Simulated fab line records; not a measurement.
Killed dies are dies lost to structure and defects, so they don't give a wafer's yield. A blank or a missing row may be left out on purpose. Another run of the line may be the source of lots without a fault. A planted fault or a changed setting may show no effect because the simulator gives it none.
fab line records	flow rit-cmos
record lots=13	wafers=39	last-day=7
route steps=202 shown FOX2@23 GATE@85 PSD@151 CONTACT@179 M1@202
lots that met no fault: from a run of the same line without faults
start-h: start of the lot's first displayed wafer, in hours after the record's first day	wait-h: hours elapsed since this lot's preceding step	" repeats the value in the row above	L1.1+2: several wafers, shown together as one row	- no value, or no start given	* or withheld: withheld	< > ~ a bound
route shown NAME@n: a module of which the file shows steps, and the number in the route of the first	usual: mean and standard deviation over wafers with no fault	same: alike in all rows	chamber/n: place in a boat	sites: each site's reading	_std_site: their standard deviation	_edge_site: inner sites' mean taken away from outer sites' mean	radius-mm: for every site, how far away it sits from the centre of the wafer	mask NAME#n: copy n	behind: tool/chamber where the wafer was last shaped	hold: why the lot went on hold/how many hours it stayed there/how the hold came to an end	device: the transistor (n, p or np) that didn't switch	end of line: the route-end tests of the same wafers	where a step has no rows: the recipe by itself	killed: count of dies lost to structure and defects at first sort (not the wafer's yield)	map: a wafer's dies, marking killed ones x, the rest . and places with no die _
set.NAME: the setting that was run; set.NAME@STEP: the one run at that earlier step	model.NAME: the simulator's own value behind a step, which no gauge read
route steps across a sampled set of lots; one table per step, one row per wafer
services: the hour from which a tool's chamber was out of use, counted from the record's first day as start-h (under 0 if before that day), plus the number of hours and why
## steps
# step RIT_FOX2_OXIDATION_00
# recipe temp-c=1100	ambient=H2O	target-thk-a=3507	p-h2o-torr=720	ox-time-s=1130
# usual spike-tc-centre-C=1103.8/1.1	spike-tc-load-C=1127.9/1.8	spike-tc-source-C=1127.0/1.3	tube_center_temp_C_max=1102.8/0.48	zone-power-source-pct=41.9/2.1
lot.wafer	tool	chamber	start-h	wait-h	spike-tc-centre-C	spike-tc-load-C	spike-tc-source-C	tube_center_temp_C_max	zone-power-source-pct
L692.2	furnace-03	0	18.47	0.1	1104.3	1128.4	1127.9	1103.3	40.2
L692.4	"	0	"	"	1105.3	1127.1	1126.2	1102.8	39.8
L692.5	"	0	"	"	1104.9	1129.0	1127.9	1102.8	40.0
L693.2	furnace-03	0	23.38	0.6	1103.2	1127.0	1127.1	1102.4	39.6
L693.5	"	0	"	"	1104.0	1127.1	1126.1	1101.8	40.0
L693.6	"	0	"	"	1103.5	1127.7	1127.5	1102.0	40.5
L694.2	furnace-04	0	29.33	1.0	1106.1	1126.3	1125.0	1103.0	41.4
L694.5	"	0	"	"	1102.4	1128.2	1125.7	1102.8	40.9
L694.6	"	0	"	"	1103.6	1125.2	1124.8	1102.8	41.4
L695.2	furnace-01	0	33.45	0.0	1102.6	1130.1	1128.6	1103.3	45.2
L695.5	"	0	"	"	1101.3	1130.3	1129.7	1102.4	44.7
L695.6	"	0	"	"	1102.7	1130.7	1128.3	1102.8	45.2
L696.3	furnace-04	0	38.72	0.0	1103.3	1126.3	1127.0	1102.5	41.7
L696.4	"	0	"	"	1103.1	1127.6	1125.9	1102.6	41.6
L696.5	"	0	"	"	1104.9	1127.5	1123.9	1102.2	41.8
L697.2	furnace-01	0	43.14	0.4	1104.9	1130.2	1128.6	1103.3	45.5
L697.5	"	0	"	"	1103.0	1132.4	1128.8	1103.6	44.9
L697.6	"	0	"	"	1103.3	1129.8	1128.6	1103.0	45.8
L698.2	furnace-03	0	49.43	0.4	1104.8	1127.7	1126.8	1102.0	40.3
L698.5	"	0	"	"	1105.0	1129.1	1127.6	1103.1	39.9
L698.6	"	0	"	"	1104.4	1127.5	1128.8	1102.6	40.9
L700.1	furnace-03	0	61.39	1.1	1104.9	1127.6	1128.7	1103.5	40.4
L700.4	"	0	"	"	1104.4	1126.4	1127.9	1103.2	40.2
L700.6	"	0	"	"	1104.1	1127.7	1126.5	1102.5	40.3
L701.2	furnace-03	0	63.74	0.0	1104.7	1128.1	1126.7	1102.7	40.5
L701.5	"	0	"	"	1104.7	1126.7	1126.2	1102.2	40.1
L701.6	"	0	"	"	1102.7	1126.6	1127.7	1103.3	40.4
L702.1	furnace-04	0	69.02	0.1	1105.7	1126.4	1126.0	1103.3	41.3
L702.5	"	0	"	"	1104.8	1127.6	1126.6	1102.8	40.8
L702.6	"	0	"	"	1104.5	1126.5	1124.8	1103.0	40.5
L708.1	furnace-01	0	99.95	0.1	1114.0	1141.7	1138.4	1102.2	47.0
L708.4	"	0	"	"	1114.0	1141.6	1137.8	1103.2	45.7
L708.5	"	0	"	"	1114.2	1139.4	1138.2	1102.5	46.3
L712.1	furnace-01	0	121.06	0.9	1112.5	1141.6	1138.5	1103.9	45.8
L712.2	"	0	"	"	1114.0	1140.4	1138.9	1103.6	46.7
L712.4	"	0	"	"	1113.6	1140.7	1138.0	1103.4	46.0
L715.3	furnace-04	0	135.52	0.0	1102.7	1126.2	1125.1	1102.5	41.1
L715.5	"	0	"	"	1104.0	1127.2	1127.2	1102.2	41.5
L715.6	"	0	"	"	1102.3	1127.4	1125.9	1104.6	40.9
# step RIT_FOX2_THK_MEAS_01
# recipe reads=SiO2_of_FOX2_OXIDATION_00
# usual FOX2_OXIDE_THK=350/6.4
lot.wafer	tool	chamber	start-h	wait-h	FOX2_OXIDE_THK[nm]
L692.2	film-metro-04	-	19.80	0.0	343
L692.4	"	-	"	"	339
L692.5	"	-	"	"	342
L693.2	film-metro-01	-	24.71	0.0	353
L693.5	"	-	"	"	350
L693.6	"	-	"	"	356
L694.2	film-metro-01	-	30.65	0.0	353
L694.5	"	-	"	"	353
L694.6	"	-	"	"	353
L695.2	film-metro-04	-	34.77	0.0	362
L695.5	"	-	"	"	357
L695.6	"	-	"	"	362
L696.3	film-metro-03	-	40.06	0.0	352
L696.4	"	-	"	"	345
L696.5	"	-	"	"	347
L697.2	film-metro-01	-	44.47	0.0	349
L697.5	"	-	"	"	353
L697.6	"	-	"	"	355
L698.2	film-metro-03	-	50.75	0.0	345
L698.5	"	-	"	"	343
L698.6	"	-	"	"	349
L700.1	film-metro-01	-	62.70	0.0	343
L700.4	"	-	"	"	343
L700.6	"	-	"	"	341
L701.2	film-metro-01	-	65.06	0.0	356
L701.5	"	-	"	"	350
L701.6	"	-	"	"	347
L702.1	film-metro-03	-	70.33	0.0	347
L702.5	"	-	"	"	347
L702.6	"	-	"	"	343
L708.1	film-metro-01	-	101.26	0.0	363
L708.4	"	-	"	"	368
L708.5	"	-	"	"	369
L712.1	film-metro-04	-	122.38	0.0	363
L712.2	"	-	"	"	368
L712.4	"	-	"	"	369
L715.3	film-metro-01	-	136.85	0.0	356
L715.5	"	-	"	"	359
L715.6	"	-	"	"	352
# step RIT_FOX2_THK_MEAS_90
# recipe reads=SiO2_of_FOX2_OXIDATION_00
# usual FIELD_OXIDE_LEFT_1_THK=322/6.5
lot.wafer	tool	chamber	start-h	wait-h	FIELD_OXIDE_LEFT_1_THK[nm]
L692.2	film-metro-03	-	20.67	0.0	316
L692.4	"	-	"	"	312
L692.5	"	-	"	"	315
L693.2	film-metro-01	-	25.65	0.0	326
L693.5	"	-	"	"	323
L693.6	"	-	"	"	328
L694.2	film-metro-03	-	31.53	0.0	326
L694.5	"	-	"	"	326
L694.6	"	-	"	"	326
L695.2	film-metro-04	-	35.65	0.0	335
L695.5	"	-	"	"	329
L695.6	"	-	"	"	335
L696.3	film-metro-03	-	40.93	0.0	324
L696.4	"	-	"	"	318
L696.5	"	-	"	"	320
L697.2	film-metro-01	-	45.34	0.0	322
L697.5	"	-	"	"	326
L697.6	"	-	"	"	328
L698.2	film-metro-03	-	51.64	0.0	317
L698.5	"	-	"	"	315
L698.6	"	-	"	"	322
L700.1	film-metro-04	-	63.64	0.0	316
L700.4	"	-	"	"	316
L700.6	"	-	"	"	313
L701.2	film-metro-03	-	65.94	0.0	329
L701.5	"	-	"	"	323
L701.6	"	-	"	"	320
L702.1	film-metro-03	-	71.21	0.0	320
L702.5	"	-	"	"	320
L702.6	"	-	"	"	316
L708.1	film-metro-04	-	102.14	0.0	336
L708.4	"	-	"	"	341
L708.5	"	-	"	"	341
L712.1	film-metro-03	-	123.25	0.0	337
L712.2	"	-	"	"	341
L712.4	"	-	"	"	341
L715.3	film-metro-01	-	137.74	0.0	328
L715.5	"	-	"	"	332
L715.6	"	-	"	"	325
# step RIT_FOX2_THK_MEAS_91
# recipe reads=SiO2_of_FOX2_OXIDATION_00
# usual FIELD_OXIDE_LEFT_2_THK=254/6.5
lot.wafer	tool	chamber	start-h	wait-h	FIELD_OXIDE_LEFT_2_THK[nm]
L692.2	film-metro-04	-	33.30	0.0	247
L692.4	"	-	"	"	244
L692.5	"	-	"	"	246
L693.2	film-metro-04	-	39.35	0.0	258
L693.5	"	-	"	"	255
L693.6	"	-	"	"	260
L694.2	film-metro-01	-	43.90	0.0	258
L694.5	"	-	"	"	258
L694.6	"	-	"	"	258
L695.2	film-metro-03	-	49.18	0.0	266
L695.5	"	-	"	"	261
L695.6	"	-	"	"	267
L696.3	film-metro-03	-	54.13	0.0	256
L696.4	"	-	"	"	250
L696.5	"	-	"	"	251
L697.2	film-metro-01	-	57.83	0.0	255
L697.5	"	-	"	"	258
L697.6	"	-	"	"	260
L698.2	film-metro-03	-	65.31	0.0	249
L698.5	"	-	"	"	246
L698.6	"	-	"	"	253
L700.1	film-metro-03	-	77.48	0.0	247
L700.4	"	-	"	"	248
L700.6	"	-	"	"	245
L701.2	film-metro-01	-	78.46	0.0	261
L701.5	"	-	"	"	255
L701.6	"	-	"	"	252
L702.1	film-metro-03	-	84.88	0.0	251
L702.5	"	-	"	"	251
L702.6	"	-	"	"	247
L708.1	film-metro-03	-	115.44	0.0	268
L708.4	"	-	"	"	273
L708.5	"	-	"	"	274
L712.1	film-metro-03	-	136.96	0.0	268
L712.2	"	-	"	"	273
L712.4	"	-	"	"	274
L715.3	film-metro-04	-	150.63	0.0	260
L715.5	"	-	"	"	263
L715.6	"	-	"	"	256
# step RIT_GATE_THK_MEAS_09
# recipe reads=poly-Si_of_GATE_CVD_08
# usual GATE_POLY_THK=250.9/2
lot.wafer	tool	chamber	start-h	wait-h	GATE_POLY_THK[nm]
L692.2	film-metro-04	-	36.36	0.0	250.4
L692.4	"	-	"	"	251.9
L692.5	"	-	"	"	250.1
L693.2	film-metro-04	-	44.51	0.0	251.6
L693.5	"	-	"	"	252.3
L693.6	"	-	"	"	250.7
L694.2	film-metro-04	-	48.13	0.0	249.7
L694.5	"	-	"	"	252.6
L694.6	"	-	"	"	252.8
L695.2	film-metro-03	-	57.30	0.0	250.5
L695.5	"	-	"	"	251.2
L695.6	"	-	"	"	251.5
L696.3	film-metro-04	-	61.67	0.0	252.1
L696.4	"	-	"	"	249.6
L696.5	"	-	"	"	252.8
L697.2	film-metro-03	-	63.28	0.0	248.4
L697.5	"	-	"	"	248.1
L697.6	"	-	"	"	249.4
L698.2	film-metro-04	-	70.70	0.0	250.6
L698.5	"	-	"	"	250.8
L698.6	"	-	"	"	252.6
L700.1	film-metro-01	-	81.77	0.0	250.7
L700.4	"	-	"	"	249.9
L700.6	"	-	"	"	252.1
L701.2	film-metro-03	-	81.78	0.0	251.3
L701.5	"	-	"	"	249.9
L701.6	"	-	"	"	250.5
L702.1	film-metro-01	-	91.36	0.0	253.3
L702.5	"	-	"	"	252.0
L702.6	"	-	"	"	253.7
L708.1	film-metro-04	-	122.70	0.0	252.7
L708.4	"	-	"	"	249.3
L708.5	"	-	"	"	252.0
L712.1	film-metro-03	-	140.02	0.0	253.5
L712.2	"	-	"	"	249.5
L712.4	"	-	"	"	249.8
L715.3	film-metro-01	-	155.08	0.0	250.6
L715.5	"	-	"	"	249.8
L715.6	"	-	"	"	251.2
# step RIT_PSD_STRIP_09
# recipe chemistry=O2	time-s=180	resist=NOVOLAK	platen-temp-c=withheld	power-w=500	pressure-mtorr=4000	o2-flow-sccm=4000
# usual chamber-pressure-mTorr=4000/4.2	drypump-motor-current-A=5.5/0.58
lot.wafer	tool	chamber	start-h	wait-h	chamber-pressure-mTorr	drypump-motor-current-A	rf-hours-counter-h
L692.2	plasma-asher-03	0	49.47	0.1	3997	5.4	40
L692.4	"	1	"	"	4004	5.5	-
L692.5	"	1	"	"	3997	5.5	-
L693.2	plasma-asher-03	0	57.84	0.1	4003	5.3	41
L693.5	"	0	"	"	4002	5.3	-
L693.6	"	1	"	"	3997	5.5	-
L694.2	plasma-asher-01	1	65.06	0.1	4003	6.4	28
L694.5	"	1	"	"	3999	6.4	-
L694.6	"	0	"	"	4001	4.9	-
L695.2	plasma-asher-01	1	70.87	0.1	4001	6.4	29
L695.5	"	0	"	"	3999	4.9	-
L695.6	"	1	"	"	3996	6.4	-
L696.3	plasma-asher-01	0	74.81	0.1	4006	4.9	-
L696.4	"	1	"	"	4004	6.4	-
L696.5	"	1	"	"	4005	6.4	-
L697.2	plasma-asher-01	0	78.12	0.1	4000	4.9	30
L697.5	"	1	"	"	3999	6.4	-
L697.6	"	0	"	"	4011	4.9	-
L698.2	plasma-asher-03	1	87.40	0.1	4004	5.5	44
L698.5	"	1	"	"	4001	5.5	-
L698.6	"	0	"	"	3996	5.3	-
L700.1	plasma-asher-02	1	95.89	0.1	3994	5.1	45
L700.4	"	0	"	"	3992	5.4	-
L700.6	"	1	"	"	4005	5.1	-
L701.2	plasma-asher-02	1	96.35	0.1	3998	5.1	45
L701.5	"	1	"	"	4004	5.1	-
L701.6	"	0	"	"	3997	5.4	-
L702.1	plasma-asher-03	1	104.57	0.1	3993	5.5	46
L702.5	"	1	"	"	4002	5.5	-
L702.6	"	0	"	"	3995	5.3	-
L708.1	plasma-asher-01	1	136.51	0.1	4003	6.4	37
L708.4	"	0	"	"	4002	4.9	-
L708.5	"	1	"	"	4005	6.4	-
L712.1	plasma-asher-03	0	153.33	0.1	4004	5.3	3
L712.2	"	1	"	"	4003	5.5	3
L712.4	"	0	"	"	3996	5.3	-
L715.3	plasma-asher-01	0	168.17	0.1	3999	4.9	-
L715.5	"	1	"	"	3999	6.4	-
L715.6	"	0	"	"	4007	4.9	-
# step RIT_CONTACT_ETCH_11
# recipe target-depth-a=4800	over-etch-frac=0.2	stop-on=TiSi2	chemistry=CHF3/CF4/Ar	target=SiO2	CHF3_flow_sccm=50	cf4-flow-sccm=10	Ar_flow_sccm=100	O2_flow_sccm=5	pressure-mtorr=100	rf-w=200	time-s=320
# usual O2_flow_sccm=4.998/0.015	cf4-flow-sccm=10.00/0.031	chamber-pressure-mTorr=99.99/0.092	drypump-motor-current-A=5.7/0.49	mfc-ar-sccm=100.03/0.27	oes-product-au=0.987/0.017	rf-fwd-power-W=199.7/0.67	throttle-valve-pct=8.90/0.13
lot.wafer	tool	chamber	start-h	wait-h	O2_flow_sccm	cf4-flow-sccm	chamber-pressure-mTorr	drypump-motor-current-A	mfc-ar-sccm	oes-product-au	rf-fwd-power-W	rf-hours-counter-h	throttle-valve-pct
L692.2	rie-diel-04	3	52.51	0.1	4.988	10.00	100.00	5.4	99.74	0.989	198.2	18	8.92
L692.4	"	1	"	"	5.024	9.96	100.00	5.6	99.90	0.973	200.5	89	8.77
L692.5	"	0	"	"	4.991	10.04	99.97	5.8	100.02	0.986	198.8	-	8.99
L693.2	rie-diel-01	1	61.01	0.1	4.979	9.96	99.82	5.4	100.48	0.999	199.8	162	8.85
L693.5	"	3	"	"	4.990	10.02	100.02	5.7	99.90	0.967	200.2	-	8.97
L693.6	"	2	"	"	4.985	9.98	99.96	5.9	100.41	0.977	199.2	-	8.67
L694.2	rie-diel-04	1	68.22	0.1	4.991	9.98	99.94	5.6	99.58	0.974	200.1	89	8.78
L694.5	"	0	"	"	4.994	10.02	100.11	5.8	100.06	0.970	199.7	-	8.99
L694.6	"	3	"	"	5.005	10.00	99.98	5.4	99.81	0.993	200.6	-	8.92
L695.2	rie-diel-02	0	74.26	0.1	5.005	9.93	100.01	4.9	100.27	0.997	199.9	16	9.02
L695.5	"	3	"	"	4.981	9.98	99.96	6.3	100.48	1.012	199.4	-	9.00
L695.6	"	0	"	"	4.994	9.96	100.18	4.9	100.47	0.993	200.3	-	9.01
L696.3	rie-diel-01	3	77.79	0.1	5.008	10.03	100.17	5.7	100.26	0.970	199.4	108	8.96
L696.4	"	0	"	"	5.008	9.97	99.80	4.9	100.11	0.962	200.4	117	9.12
L696.5	"	2	"	"	4.977	10.02	100.05	5.9	100.37	0.974	199.9	-	8.69
L697.2	rie-diel-02	3	81.16	0.1	4.990	10.03	99.81	6.4	99.48	1.011	200.2	55	9.01
L697.5	"	2	"	"	4.995	9.96	99.96	6.0	99.92	1.004	200.0	-	8.83
L697.6	"	3	"	"	4.998	10.00	100.01	6.4	99.63	1.007	201.0	-	9.00
L698.2	rie-diel-04	0	90.56	0.1	5.025	10.00	100.08	5.8	100.22	0.977	199.0	5	9.01
L698.5	"	2	"	"	5.009	10.02	99.92	5.4	100.44	0.968	200.5	-	8.82
L698.6	"	1	"	"	4.986	10.05	100.12	5.7	99.75	0.981	200.3	-	8.80
L700.1	rie-diel-01	2	99.10	0.1	5.023	10.02	100.00	6.0	100.25	0.965	199.4	152	8.69
L700.4	"	0	"	"	4.995	9.99	99.96	4.9	99.74	0.961	201.1	-	9.13
L700.6	"	3	"	"	4.987	10.04	99.93	5.7	99.74	0.968	199.3	-	8.95
L701.2	rie-diel-04	1	99.61	0.1	5.006	10.06	99.90	5.7	99.55	0.975	199.4	89	8.79
L701.5	"	1	"	"	5.003	9.99	100.00	5.7	99.99	0.977	199.4	-	8.80
L701.6	"	0	"	"	5.001	10.00	99.99	5.8	100.04	0.979	200.1	-	9.01
L702.1	rie-diel-02	1	107.73	0.1	5.005	9.99	100.02	6.4	100.08	1.005	200.1	115	8.73
L702.5	"	0	"	"	4.997	9.97	100.03	4.9	99.98	0.999	201.1	-	9.01
L702.6	"	1	"	"	4.993	9.95	99.94	6.5	99.89	0.999	199.9	-	8.72
L708.1	rie-diel-04	0	139.58	0.1	5.002	9.99	99.91	5.9	99.52	0.978	199.3	6	8.99
L708.4	"	2	"	"	5.007	9.97	99.97	5.4	99.55	0.974	199.2	40	8.83
L708.5	"	3	"	"	4.985	9.97	99.92	5.4	99.78	0.992	198.7	-	8.90
L712.1	rie-diel-02	1	156.53	0.1	4.990	9.99	100.10	6.4	99.59	1.009	199.9	116	8.72
L712.2	"	3	"	"	4.997	9.97	100.14	6.4	100.11	1.014	199.8	57	8.99
L712.4	"	0	"	"	5.016	10.03	99.92	4.9	100.17	1.000	199.9	17	9.01
L715.3	rie-diel-02	3	171.27	0.1	4.993	9.93	99.88	6.4	100.11	1.009	200.3	57	9.00
L715.5	"	1	"	"	4.992	10.00	99.81	6.4	99.83	1.002	199.2	-	8.74
L715.6	"	0	"	"	4.989	10.06	100.04	4.9	99.52	1.002	200.2	-	9.02
# step RIT_M1_PROBE_99
# usual killed_at_M0_to_M3=0.0/0.2	killed-at-contacts=0.1/0.25	killed-at-front-end=6/3.1	killed-dies=6/3.1	killed-open=2.9/2	killed-short=3.3/2
# same gross-dies=264	killed_at_M4_up=0	killed-at-back-side=0	killed-at-other=0
lot.wafer	tool	chamber	start-h	wait-h	killed_at_M0_to_M3	killed-at-contacts	killed-at-front-end	killed-dies	killed-open	killed-short
L700.1	prober-02	-	103.96	0.1	0	0	6	6	2	4
L700.4	prober-02	-	104.11	0.2	0	0	4	4	2	2
L700.6	prober-02	-	104.21	0.2	0	0	9	9	5	4
L702.1	prober-02	-	112.59	0.1	0	0	1	1	0	1
L702.5	prober-02	-	112.79	0.2	0	0	7	7	3	4
L702.6	prober-02	-	112.84	0.2	0	0	4	4	0	4
# killed by level:class
L700.1 SPACER:geometric-particle:short=3 GATE:geometric-particle:open=1 GATE:geometric-particle:short=1 SPACER:geometric-particle:open=1
L700.4 FOX1:geometric-particle:short=1 FOX2:geometric-particle:open=1 REOX:geometric-particle:short=1 SILICIDE:geometric-particle:open=1
L700.6 FOX2:geometric-particle:open=2 REOX:geometric-particle:open=2 FOX1:geometric-particle:short=1 FOX2:geometric-particle:short=1 REOX:geometric-particle:short=1 SPACER:geometric-particle:open=1 SILICIDE:geometric-particle:short=1
L702.1 REOX:geometric-particle:short=1
L702.5 GATE:geometric-particle:short=2 SILICIDE:geometric-particle:short=2 GATE:geometric-particle:open=1 SPACER:geometric-particle:open=1 SILICIDE:geometric-particle:open=1
L702.6 FOX1:geometric-particle:short=2 FOX2:geometric-particle:short=1 REOX:geometric-particle:short=1
## services
tool	chamber	start-h	hours	kind
furnace-04	-	-3.50	2.7	pm
rie-diel-01	0	35.94	40.7	repair
furnace-04	-	50.20	4.2	pm
rie-diel-02	0	51.74	13.6	repair
plasma-asher-02	-	71.80	14.6	pm
rie-diel-01	1	86.71	-	clean
rie-diel-01	1	86.71	-	consumable-replace:esc
rie-diel-01	1	86.71	20.6	scheduled-down
rie-diel-01	1	86.71	20.6	vent-cycle
plasma-asher-03	-	88.64	1.2	repair
plasma-asher-03	-	108.75	9.0	pm
plasma-asher-03	0	108.75	9.0	vent-cycle
plasma-asher-03	1	108.75	9.0	vent-cycle
rie-diel-01	2	114.80	1.8	repair
plasma-asher-03	0	117.75	-	clean
plasma-asher-03	1	117.75	-	clean
rie-diel-01	2	144.00	-	clean
rie-diel-01	2	144.00	28.4	scheduled-down
rie-diel-01	2	144.00	28.4	vent-cycle
rie-diel-01	1	149.95	4.8	repair
furnace-01	-	161.21	2.8	repair
furnace-03	-	162.32	2.8	pm
furnace-01	-	165.32	2.4	pm
## key
first-sign step=RIT_FOX2_OXIDATION_00	reading=spike-tc-centre-C	direction=up	sigmas=8.9	usual=1103.8	struck=1113.7
effect step=RIT_FOX2_OXIDATION_00	reading=spike-tc-source-C	direction=up	sigmas=8.4	usual=1127.0	struck=1138.3
effect step=RIT_FOX2_THK_MEAS_01	reading=FOX2_OXIDE_THK	direction=up	sigmas=2.7	usual=350	struck=367
effect step=RIT_FOX2_THK_MEAS_90	reading=FIELD_OXIDE_LEFT_1_THK	direction=up	sigmas=2.6	usual=322	struck=339
effect step=RIT_FOX2_THK_MEAS_91	reading=FIELD_OXIDE_LEFT_2_THK	direction=up	sigmas=2.7	usual=254	struck=271
met-at RIT_FOX2_OXIDATION_00
struck-lots L708,L712
tester-left-out L708,L712
loop-trim step=RIT_M1_EXPOSE_06	setting=dose	lots=L708,L712
not-acting-at RIT_GATE_THK_MEAS_09,RIT_PSD_STRIP_09,RIT_CONTACT_ETCH_11
onset-between 43.14 99.95
fault kind=process-parameter-drift	tool=furnace-01	chamber=-	onset-h=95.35	steps=RIT_FOX2_OXIDATION_00	channel=temp-c	offset=*	shape=step	end-h=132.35	acts-in=*	stated=*
# tester-left-out: of these lots the tester's yield and bins aren't shown, on N5 and GAA mostly nor the transistor test; their killed dies are dies lost to structure and defects alone, not to doping, threshold or leakage, so they don't give the yield
# loop-trim: a control loop set the setting to another value than it would have without faults
